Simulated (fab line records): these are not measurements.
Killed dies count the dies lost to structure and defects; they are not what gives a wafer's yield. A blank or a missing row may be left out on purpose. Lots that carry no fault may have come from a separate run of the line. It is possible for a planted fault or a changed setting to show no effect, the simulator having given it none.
fab line records    flow rit-cmos
record lots=6  wafers=18  last-day=7
route steps=202 shown NRETRO@60 PRETRO@64 GATE@75 M1@202
lots that met no fault: from a run of the same line without faults
start-h: hours from the record's first day to the start of the lot's first wafer shown    wait-h: how many hours have passed since the lot's step before this one    " unchanged from the row above    L1.1+2: a single row standing in for several wafers    - value missing, or start not given    * or withheld: withheld    < > ~ a bound
route shown NAME@n: names a module that has steps shown in the file, with the first one's number in the route    usual: mean/standard deviation taken from wafers without a fault    same: alike in all rows    chamber/n: place in a boat    sites: the reading at each site    _std_site: their standard deviation    _edge_site: inner sites' mean taken away from outer sites' mean    radius-mm: how far each site lies from the wafer's centre    mask NAME#n: copy n    behind: the tool/chamber that last shaped the wafer    hold: cause of the lot's hold/its duration in hours/its outcome    device: which transistor (n, p or np) failed to switch    end of line: the route-end tests of the same wafers    step lacking rows: just its recipe    killed: dies lost to structure and defects at the first sort, not the wafer's yield    map: per-die view of a wafer (x killed, . not killed, _ where there is no die)
set.NAME: the setting the step ran with; set.NAME@STEP: the setting that earlier step ran with    model.NAME: the simulator's own value behind a step, which no gauge read
lots seen at some steps along the route; tables by step, rows by wafer
services: when a tool's chamber went out of use (start-h, in hours from the record's first day, below 0 if earlier), for how many hours, and the reason
## steps
# step RIT_NRETRO_HARDBAKE_07
# recipe resist=NOVOLAK  temp-c=140  time-s=120
# step RIT_NRETRO_IMPLANT_08
# recipe species=P  energy-kev=70  dose-cm2=1e+13  tilt-deg=7
# step RIT_NRETRO_STRIP_09
# recipe chemistry=O2  time-s=180  resist=NOVOLAK  platen-temp-c=withheld  power-w=500  pressure-mtorr=4000  o2-flow-sccm=4000
# usual drypump-motor-current-A=5.2/0.37
lot.wafer  tool             chamber  start-h  wait-h  drypump-motor-current-A  rf-hours-counter-h
L410.3     plasma-asher-04  0        52.04    0.1     4.8                      -
L410.5     "                0        "        "       4.8                      -
L410.6     "                1        "        "       5.2                      -
L411.3     plasma-asher-01  1        57.29    0.1     4.7                      -
L411.5     "                1        "        "       4.7                      -
L411.6     "                0        "        "       5.3                      -
L419.1     plasma-asher-03  1        97.59    0.2     5.5                      50
L419.4     "                0        "        "       5.8                      -
L419.5     "                0        "        "       5.8                      -
L421.3     plasma-asher-01  1        107.98   0.1     4.7                      -
L421.4     "                0        "        "       5.3                      -
L421.6     "                1        "        "       4.7                      -
L424.1     plasma-asher-04  1        121.88   0.1     5.2                      56
L424.2     "                0        "        "       4.8                      56
L424.5     "                0        "        "       4.8                      -
L427.1     plasma-asher-03  0        136.36   0.1     5.8                      55
L427.3     "                1        "        "       5.4                      -
L427.4     "                0        "        "       5.8                      -
# step RIT_NRETRO_TW_MEAS_10
# usual NRETRO_TW=1046/4.7
lot.wafer  tool           chamber  start-h  wait-h  NRETRO_TW
L410.3     film-metro-03  -        52.18    0.1     1044
L410.5     "              -        "        "       1045
L410.6     "              -        "        "       1043
L411.3     film-metro-02  -        57.42    0.1     1041
L411.5     "              -        "        "       1039
L411.6     "              -        "        "       1042
L419.1     film-metro-01  -        97.77    0.1     1044
L419.4     "              -        "        "       1050
L419.5     "              -        "        "       1050
L421.3     film-metro-03  -        108.12   0.1     1046
L421.4     "              -        "        "       1044
L421.6     "              -        "        "       1049
L424.1     film-metro-03  -        122.05   0.1     1053
L424.2     "              -        "        "       1046
L424.5     "              -        "        "       1053
L427.1     film-metro-03  -        136.53   0.1     1050
L427.3     "              -        "        "       1049
L427.4     "              -        "        "       1046
# step RIT_PRETRO_HMDS_00
# recipe prime-time-s=60  prime-temp-c=140
# step RIT_PRETRO_COAT_01
# recipe resist=NOVOLAK  spin-rpm=2000  resist-thk-nm=1300
# step RIT_PRETRO_SOFTBAKE_02
# recipe resist=NOVOLAK  temp-c=90  time-s=60
# step RIT_PRETRO_EXPOSE_03
# recipe mask-id=M5  na=0.57  target-cd-nm=43700  dose-mj=250
# step RIT_PRETRO_PEB_04
# recipe resist=NOVOLAK  temp-c=withheld  time-s=withheld
# step RIT_PRETRO_DEVELOP_05
# recipe resist=NOVOLAK  develop-time-s=68  dev-temp-c=23
# step RIT_PRETRO_OVL_MEAS_06
# usual PRETRO_OVL=1.2/1.5
lot.wafer  tool        chamber  start-h  wait-h  PRETRO_OVL[nm]
L410.3     overlay-01  -        53.11    -       4.0
L410.5     "           -        "        "       3.9
L410.6     "           -        "        "       2.5
L411.3     overlay-01  -        58.48    -       3.0
L411.5     "           -        "        "       2.8
L411.6     "           -        "        "       3.7
L419.1     overlay-01  -        98.83    -       0.4
L419.4     "           -        "        "       2.7
L419.5     "           -        "        "       -0.3
L421.3     overlay-01  -        109.18   -       0.2
L421.4     "           -        "        "       -1.4
L421.6     "           -        "        "       1.6
L424.1     overlay-02  -        123.12   -       0.6
L424.2     "           -        "        "       2.2
L424.5     "           -        "        "       1.3
L427.1     overlay-01  -        137.47   -       -1.0
L427.3     "           -        "        "       -1.2
L427.4     "           -        "        "       1.8
# step RIT_PRETRO_HARDBAKE_07
# recipe resist=NOVOLAK  temp-c=140  time-s=120
# step RIT_PRETRO_IMPLANT_08
# recipe species=B  energy-kev=45  dose-cm2=1.2e+13  tilt-deg=7
# usual dose-ions-cm2=1.2e+13/1.4e+10  faraday-current-uA=38.1/0.71
lot.wafer  tool          chamber  start-h  wait-h  dose-ions-cm2  faraday-current-uA
L410.3     implanter-01  0        53.43    0.2     1.2004e+13     37.3
L410.5     "             0        "        "       1.2002e+13     38.7
L410.6     "             0        "        "       1.2018e+13     38.0
L411.3     implanter-03  0        58.80    0.2     1.198e+13      38.2
L411.5     "             0        "        "       1.197e+13      37.3
L411.6     "             0        "        "       1.197e+13      38.4
L419.1     implanter-03  0        99.12    0.2     2.25e+13       73.4
L419.4     "             0        "        "       2.2484e+13     71.0
L419.5     "             0        "        "       2.2512e+13     72.9
L421.3     implanter-03  0        109.51   0.2     2.2492e+13     72.4
L421.4     "             0        "        "       2.2479e+13     73.6
L421.6     "             0        "        "       2.2484e+13     71.0
L424.1     implanter-02  0        123.45   0.2     1.1989e+13     38.0
L424.2     "             0        "        "       1.1988e+13     39.1
L424.5     "             0        "        "       1.2005e+13     38.3
L427.1     implanter-01  0        137.76   0.2     1.2006e+13     37.8
L427.3     "             0        "        "       1.2e+13        38.2
L427.4     "             0        "        "       1.2003e+13     37.5
# step RIT_PRETRO_STRIP_09
# recipe chemistry=O2  time-s=180  resist=NOVOLAK  platen-temp-c=withheld  power-w=500  pressure-mtorr=4000  o2-flow-sccm=4000
# usual drypump-motor-current-A=5.5/0.57
lot.wafer  tool             chamber  start-h  wait-h  drypump-motor-current-A  rf-hours-counter-h
L410.3     plasma-asher-03  0        53.59    0.1     5.8                      -
L410.5     "                0        "        "       5.8                      -
L410.6     "                1        "        "       5.5                      -
L411.3     plasma-asher-01  0        58.96    0.1     5.3                      -
L411.5     "                0        "        "       5.3                      -
L411.6     "                1        "        "       4.7                      -
L419.1     plasma-asher-03  0        99.27    0.1     5.8                      51
L419.4     "                0        "        "       5.8                      -
L419.5     "                0        "        "       5.8                      -
L421.3     plasma-asher-03  0        109.66   0.1     5.8                      -
L421.4     "                1        "        "       5.4                      -
L421.6     "                1        "        "       5.4                      -
L424.1     plasma-asher-01  1        123.60   0.1     4.7                      1
L424.2     "                0        "        "       5.3                      1
L424.5     "                1        "        "       4.7                      -
L427.1     plasma-asher-01  1        137.91   0.1     4.7                      2
L427.3     "                0        "        "       5.3                      -
L427.4     "                1        "        "       4.7                      -
# step RIT_PRETRO_TW_MEAS_10
# usual PRETRO_TW=470/3.3
lot.wafer  tool           chamber  start-h  wait-h  PRETRO_TW
L410.3     film-metro-02  -        53.73    0.1     473
L410.5     "              -        "        "       472
L410.6     "              -        "        "       471
L411.3     film-metro-02  -        59.10    0.1     472
L411.5     "              -        "        "       473
L411.6     "              -        "        "       473
L419.1     film-metro-04  -        99.45    0.1     567
L419.4     "              -        "        "       564
L419.5     "              -        "        "       568
L421.3     film-metro-02  -        109.80   0.1     577
L421.4     "              -        "        "       574
L421.6     "              -        "        "       574
L424.1     film-metro-03  -        123.78   0.1     476
L424.2     "              -        "        "       474
L424.5     "              -        "        "       472
L427.1     film-metro-02  -        138.08   0.1     477
L427.3     "              -        "        "       474
L427.4     "              -        "        "       474
# step RIT_GATE_WET_ETCH_00
# recipe chemistry=BOE  target=SiO2  target-depth-nm=56  time-s=60  dry=n2-spin  dilution=10:1  temp-c=21.5
# step RIT_M1_PROBE_99
# usual killed-at-front-end=6.6/3  killed-dies=6.6/3  killed-open=3.4/2  killed-short=3.2/2
# same gross-dies=264  killed_at_M0_to_M3=0  killed_at_M4_up=0  killed-at-back-side=0  killed-at-contacts=0  killed-at-other=0
lot.wafer  tool       chamber  start-h  wait-h  killed-at-front-end  killed-dies  killed-open  killed-short  model.etest.nmos_0p3.r-on-ohm-um  model.etest.nmos_0p15.r-on-ohm-um  model.etest.nmos-turned.drive-ua-um  model.etest.nmos_0p15.drive-ua-um  model.etest.nmos_0p3.drive-ua-um  model.etest.nmos-narrow.drive-ua-um  model.etest.pwell-pinched.rs-ohm-sq  model.etest.ring.delay-ps
L410.3     prober-01  -        83.30    0.2     11                   11           7            4             2186                              1135                               331.6                                465.4                              220.3                             219.8                                455.6                                27.68
L410.5     prober-01  -        83.40    0.2     6                    6            3            3             2222                              1162                               336.1                                465.4                              220.1                             221.1                                468.7                                27.32
L410.6     prober-01  -        83.45    0.2     8                    8            3            5             2205                              1151                               325.5                                461.6                              218.7                             216.1                                466.9                                27.34
L411.3     prober-02  -        88.14    0.2     5                    5            2            3             2206                              1186                               299.3                                445.5                              222.9                             226.6                                466.1                                28.83
L411.5     prober-02  -        88.24    0.2     5                    5            2            3             2205                              1150                               298.1                                443.9                              216.8                             217.3                                453.2                                28.07
L411.6     prober-02  -        88.29    0.2     4                    4            4            0             2179                              1150                               314.7                                457.9                              225.6                             225.8                                461.8                                27.98
L419.1     prober-01  -        126.26   0.1     8                    8            4            4             2627                              1325                               213.2                                354.7                              159.8                             160                                  453.9                                31.15
L419.4     prober-01  -        126.41   0.2     6                    6            4            2             2699                              1393                               208.4                                351.8                              160                               159.9                                466.2                                31.58
L419.5     prober-01  -        126.46   0.2     5                    5            4            1             2618                              1319                               215.5                                357.8                              161.1                             160.2                                450.5                                31.25
L421.3     prober-01  -        138.54   0.2     12                   12           8            4             2610                              1256                               229.2                                369.4                              160.1                             161.5                                449.5                                30.24
L421.4     prober-01  -        138.59   0.2     2                    2            0            2             2565                              1259                               225.2                                366.7                              164.3                             164.6                                440                                  30.64
L421.6     prober-01  -        138.69   0.2     7                    7            5            2             2594                              1267                               223.5                                366.9                              163.9                             163.8                                438.1                                30.89
L424.1     prober-02  -        152.83   0.1     8                    8            4            4             2122                              1116                               340.2                                467.3                              225                               235.3                                454.4                                27.65
L424.2     prober-02  -        152.88   0.1     11                   11           8            3             2184                              1153                               329.1                                466.8                              223.4                             231.4                                463.4                                27.6
L424.5     prober-02  -        153.03   0.2     6                    6            3            3             2128                              1106                               331.1                                461.5                              221.9                             228.8                                458.2                                28.07
L427.1     prober-01  -        165.80   0.1     3                    3            2            0             2174                              1151                               288.9                                454.6                              227.2                             231.6                                456.6                                27.82
L427.3     prober-01  -        165.90   0.2     3                    3            0            2             2206                              1220                               281.8                                445.1                              223.4                             225.6                                471.5                                28.54
L427.4     prober-01  -        165.95   0.2     1                    1            1            0             2201                              1156                               289.8                                450.2                              220.6                             221.7                                455.8                                27.93
# killed by level:class
L410.3 FOX2:geometric-particle:open=2 FOX2:geometric-particle:short=2 REOX:geometric-particle:open=2 ACTIVE:geometric-particle:open=1 GATE:geometric-particle:open=1 GATE:geometric-particle:short=1 SPACER:geometric-particle:open=1 SILICIDE:geometric-particle:short=1
L410.5 SPACER:geometric-particle:open=2 REOX:geometric-particle:short=1 SPACER:geometric-particle:short=1 SILICIDE:geometric-particle:short=1 SILICIDE:geometric-particle:open=1
L410.6 SILICIDE:geometric-particle:short=2 FOX1:geometric-particle:open=1 FOX2:geometric-particle:short=1 GATE:geometric-particle:short=1 GATE:geometric-particle:open=1 REOX:geometric-particle:short=1 REOX:geometric-particle:open=1
L411.3 GATE:geometric-particle:open=1 GATE:geometric-particle:short=1 REOX:geometric-particle:short=1 SPACER:geometric-particle:short=1 SPACER:geometric-particle:open=1
L411.5 GATE:geometric-particle:short=3 FOX1:geometric-particle:open=1 FOX2:geometric-particle:open=1
L411.6 FOX1:geometric-particle:open=1 GATE:geometric-particle:open=1 REOX:geometric-particle:open=1 SILICIDE:geometric-particle:open=1
L419.1 GATE:geometric-particle:short=3 FOX1:geometric-particle:open=1 GATE:geometric-particle:open=1 REOX:geometric-particle:short=1 REOX:geometric-particle:open=1 SILICIDE:geometric-particle:open=1
L419.4 REOX:geometric-particle:open=2 FOX1:geometric-particle:short=1 GATE:geometric-particle:open=1 SILICIDE:geometric-particle:open=1 SILICIDE:geometric-particle:short=1
L419.5 SPACER:geometric-particle:open=2 FOX1:geometric-particle:open=1 SILICIDE:geometric-particle:short=1 SILICIDE:geometric-particle:open=1
L421.3 FOX1:geometric-particle:open=4 GATE:geometric-particle:open=3 FOX1:geometric-particle:short=2 GATE:geometric-particle:short=2 SILICIDE:geometric-particle:open=1
L421.4 REOX:geometric-particle:short=2
L421.6 GATE:geometric-particle:open=2 REOX:geometric-particle:open=2 REOX:geometric-particle:short=1 SILICIDE:geometric-particle:short=1 SILICIDE:geometric-particle:open=1
L424.1 REOX:geometric-particle:open=3 SPACER:geometric-particle:short=2 GATE:geometric-particle:open=1 GATE:geometric-particle:short=1 REOX:geometric-particle:short=1
L424.2 GATE:geometric-particle:open=3 REOX:geometric-particle:short=3 REOX:geometric-particle:open=3 FOX1:geometric-particle:open=1 SPACER:geometric-particle:open=1
L424.5 GATE:geometric-particle:short=2 FOX2:geometric-particle:open=1 REOX:geometric-particle:open=1 SPACER:geometric-particle:open=1 SPACER:geometric-particle:short=1
L427.1 GATE:geometric-particle:open=1 SPACER:geometric-particle:open=1 NSD:coat-microbubble-printed=1
L427.3 REOX:geometric-particle:short=1 SILICIDE:geometric-particle:short=1 NSD:coat-microbubble-printed=1
L427.4 GATE:geometric-particle:open=1
## services
tool             chamber  start-h  hours  kind
plasma-asher-01  -        38.42    0.3    repair
implanter-02     -        95.61    5.9    pm
plasma-asher-01  -        108.75   9.0    pm
plasma-asher-01  0        108.75   9.0    vent-cycle
plasma-asher-01  1        108.75   9.0    vent-cycle
plasma-asher-01  0        117.75   -      clean
plasma-asher-01  1        117.75   -      clean
## key
first-sign step=RIT_PRETRO_IMPLANT_08  reading=dose-ions-cm2  direction=up  sigmas=99+  usual=1.2e+13  struck=2.2492e+13
effect step=RIT_PRETRO_IMPLANT_08  reading=faraday-current-uA  direction=up  sigmas=49  usual=38.1  struck=72.4
effect step=RIT_PRETRO_TW_MEAS_10  reading=PRETRO_TW  direction=up  sigmas=30  usual=470  struck=571
model-effect step=RIT_M1_PROBE_99  value=etest.nmos_0p3.r-on-ohm-um  without=2194  struck=2619
met-at RIT_PRETRO_IMPLANT_08
struck-wafers L419.1,L419.4,L419.5,L421.3,L421.4,L421.6
tester-left-out L419,L421
onset-between 58.80 99.12
fault kind=process-parameter-drift  tool=implanter-03  chamber=-  onset-h=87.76  steps=RIT_PRETRO_IMPLANT_08  channel=dose-cm2  offset=1.0502e+13  shape=step  end-h=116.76  acts-in=these-recipes-only  stated=1.2e+13
# tester-left-out: of these lots the tester's yield and bins aren't shown, on N5 and GAA mostly nor the transistor test; their killed dies are dies lost to structure and defects alone, not to doping, threshold or leakage, so they don't give the yield
